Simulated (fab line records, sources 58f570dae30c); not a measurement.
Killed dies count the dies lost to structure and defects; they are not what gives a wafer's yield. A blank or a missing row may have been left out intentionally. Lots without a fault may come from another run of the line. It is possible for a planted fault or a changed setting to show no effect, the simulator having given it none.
Shared-tool check -- flow berkeleyCmos170 -- 15 lots and 54 wafers in the sample

== WHAT PROMPTED THE OPENING ==
3 of 15 lots carry a flag on the reading PLDD_RS at UCB170_SDANNEAL_RS_MEAS_04. Wafers without a fault read 1032.3 ohm/sq, standard deviation 2.7.
Rule: a lot is flagged in two cases, either no wafer of it has a number, or all its wafers with numbers fall more than 4 standard deviations from that mean. As for the other lots, they are considered sound.

lot,measured,on,"PLDD_RS (ohm/sq), wafer by wafer",flag
L295,day 8 14:10,filmMetro-04,1033.4 1032.9 1033.8,
L294,day 8 14:11,filmMetro-03,1029.9 1031.6 1028.0,
L293,day 8 14:28,filmMetro-01,1032.9 1033.0 1032.0,
L296,day 8 14:58,filmMetro-04,1033.2 1033.6 1030.8,
L298,day 9 12:10,filmMetro-03,1030.7 1031.8 1031.5,
L299,day 9 15:15,filmMetro-03,1031.8 1030.4 1028.9,
L303,day 10 10:57,filmMetro-04,1029.0 1031.3 1032.2,
L304,day 10 23:20,filmMetro-04,1028.6 1029.8 1032.3,
L308,day 11 17:43,filmMetro-01,1030.4 1031.5 1030.2,
L311,day 12 07:50,filmMetro-04,1089.3 1087.4 1084.9 1088.0 1085.9 1083.9,FLAGGED
L310,day 12 08:23,filmMetro-01,1034.3 1034.7 1037.3,
L313,day 12 20:58,filmMetro-03,1033.0 1029.3 1034.3,
L312,day 12 21:21,filmMetro-01,1087.8 1082.8 1085.2 1086.3 1083.0 1085.5,FLAGGED
L316,day 12 21:44,filmMetro-04,1027.4 1026.2 1027.8,
L315,day 13 06:46,filmMetro-04,1077.8 1081.9 1079.0 1079.9 1083.8 1080.7,FLAGGED
Average over the flagged lots: 1084.1 ohm/sq; offset from the usual +51.8 ohm/sq, equal to +19 standard deviations.

== WHICH TOOL EACH LOT WENT THROUGH ==
The record keeps 1 process step preceding the reading, out of 331 steps on the route. Read each cell as the tool, then ch plus the chambers that the sampled wafers visited, then the start.
lot,flag,UCB170_PLDD_IMPLANT_09
L295,,"implanter-03 ch 0, day 7 21:50"
L294,,"implanter-04 ch 0, day 7 21:34"
L293,,"implanter-01 ch 0, day 7 22:01"
L296,,"implanter-04 ch 0, day 7 22:06"
L298,,"implanter-04 ch 0, day 8 16:07"
L299,,"implanter-03 ch 0, day 9 02:04"
L303,,"implanter-03 ch 0, day 9 20:17"
L304,,"implanter-04 ch 0, day 10 07:45"
L308,,"implanter-03 ch 0, day 11 02:22"
L311,FLAGGED,"implanter-04 ch 0, day 11 18:19"
L310,,"implanter-01 ch 0, day 11 18:31"
L313,,"implanter-01 ch 0, day 12 06:27"
L312,FLAGGED,"implanter-04 ch 0, day 12 06:38"
L316,,"implanter-01 ch 0, day 12 06:42"
L315,FLAGGED,"implanter-04 ch 0, day 12 15:08"
These steps, and what they do:
- UCB170_PLDD_IMPLANT_09
- UCB170_SDANNEAL_RS_MEAS_04: measures by four-point-probe.

== FLAGGED AGAINST TOTAL, ONE TOOL AT A TIME (gauges that did the reading follow at the end) ==
step,tool,lots run,flagged,share of the flagged lots,sound lots run after its first flagged lot
UCB170_PLDD_IMPLANT_09,implanter-01,4,0,none,-
UCB170_PLDD_IMPLANT_09,implanter-03,4,0,none,-
UCB170_PLDD_IMPLANT_09,implanter-04,7,3,all,0
UCB170_SDANNEAL_RS_MEAS_04,filmMetro-01,4,1,some,0
UCB170_SDANNEAL_RS_MEAS_04,filmMetro-03,4,0,none,-
UCB170_SDANNEAL_RS_MEAS_04,filmMetro-04,7,2,some,1 (L316)

== WHAT IS ALLOWED BY THE TABLE ==
1 row of the table ran every flagged lot: implanter-04 at UCB170_PLDD_IMPLANT_09.
- implanter-04 at UCB170_PLDD_IMPLANT_09: 3 of its 7 lots flagged. Last sound lot L304 at day 10 07:45, first flagged lot L311 at day 11 18:19; a fault beginning in between fits. Its own readings (doseIonsCm2, faradayCurrentUA) fall more than 4 standard deviations out on all wafers of the flagged lots.
Just one tool remains: implanter-04 at UCB170_PLDD_IMPLANT_09.

== WHAT HAD BEEN PUT IN BY THE SIMULATOR ==
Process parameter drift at UCB170_PLDD_IMPLANT_09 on implanter-04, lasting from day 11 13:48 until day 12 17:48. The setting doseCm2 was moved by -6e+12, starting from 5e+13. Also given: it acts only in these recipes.
Struck lots among those shown: L311, L312, L315. The same result came from the rule above.
